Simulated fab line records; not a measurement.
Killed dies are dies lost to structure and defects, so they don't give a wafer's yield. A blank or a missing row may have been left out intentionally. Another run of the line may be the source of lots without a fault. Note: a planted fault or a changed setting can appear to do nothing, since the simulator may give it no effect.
Struck lot and sound lot, side by side / flow berkeleyCmos170 / 14 steps out of a route of 331
Sound: wafers L161.1, L161.3, L161.4. Wafers struck: L169.1, L169.2, L169.4. The cause is named last.
For every step that has rows: the tool of each side, followed by ch and its chambers, followed by its first start. Under that, the readings that differ: sound wafers / struck wafers / difference of the means / sigmas: that difference in standard deviations of wafers without a fault.
alike: readings whose means differ by less than 2 such deviations, and words and numbers that are the same on both sides. not compared: withheld readings, readings that some wafer has no value for, bounds like >300 that may hide the same value, and numbers for which the record gives no deviation and whose values overlap.
Wherever a step has rows on one side only, a row that says differs or no value, or a row with sigmas, the two part there. Non-overlapping numbers with no deviation appear without sigmas and do not part them. A reading missing from all wafers of one side parts the sides only when that side holds two or more wafers.

first, 1 step without rows for these wafers: UCB170_CONTACT_CVD_01 (deposits PSG from SiH4/O2/PH3, target thk 700 nm, time 2820 s).
UCB170_CONTACT_THK_MEAS_02:
  sound on filmMetro-02 at day 8 13:11; struck on filmMetro-02 at day 9 18:06
  alike: CONTACT_PSG_THK
then, 3 steps without rows for these wafers: UCB170_CONTACT_HMDS_03 (prime time 60 s); UCB170_CONTACT_COAT_04 (resist thk 900 nm); UCB170_CONTACT_SOFTBAKE_05 (time 60 s).
UCB170_CONTACT_STRIP_06: strips in O2.
  sound on plasmaAsher-03 ch 0,1, day 8 13:41; struck on plasmaAsher-01 ch 0,1, day 9 18:43
reading=oesProductAu (a.u.); sound=0.733 0.730 0.733; struck=0.741 0.746 0.742; difference=+0.011; sigmas=+2
reading=stripTimeToEndpointS (s); sound=21.89 21.91 21.88; struck=22.00 22.04 22.04; difference=+0.13; sigmas=+2
  alike: drypumpMotorCurrentA
  not compared: rfHoursCounterH
then, 1 step without rows for these wafers: UCB170_CONTACT_CLEAN_07 (cleans in SPM, time 600 s).
UCB170_CONTACT_RTA_08: time 10 s.
  sound on rtpAnneal-01 ch 0, day 8 13:59; struck on rtpAnneal-02 ch 0, day 9 19:01
reading=lampPowerPct (%); sound=23.7 23.7 23.6; struck=26.0 26.0 25.9; difference=+2.3; sigmas=+2
  alike: annealTempCMax, wafer_temp_C_max
then, 4 steps without rows for these wafers: UCB170_CONTACT_COAT_09; UCB170_CONTACT_COAT_10 (resist thk 900 nm); UCB170_CONTACT_SOFTBAKE_11 (time 60 s); UCB170_CONTACT_EXPOSE_12 (exposes mask CONT, target cd 700 nm).
UCB170_CONTACT_PEB_13:
  sound on lithoTrack-03 ch 0, day 8 14:44; struck on lithoTrack-01, day 9 19:54
  no value came back on the struck wafers for chillPlateTempC (C), exhaustPa (Pa), plateTempC (C); on the sound wafers chillPlateTempC (C) reads 23.04 23.07 23.03
then, 1 step without rows for these wafers: UCB170_CONTACT_DEVELOP_14 (develop time 45 s).

WHERE THEY PART
Last at UCB170_CONTACT_PEB_13 as far as this record goes, first at UCB170_CONTACT_STRIP_06.

WHY: whatever the simulator had introduced
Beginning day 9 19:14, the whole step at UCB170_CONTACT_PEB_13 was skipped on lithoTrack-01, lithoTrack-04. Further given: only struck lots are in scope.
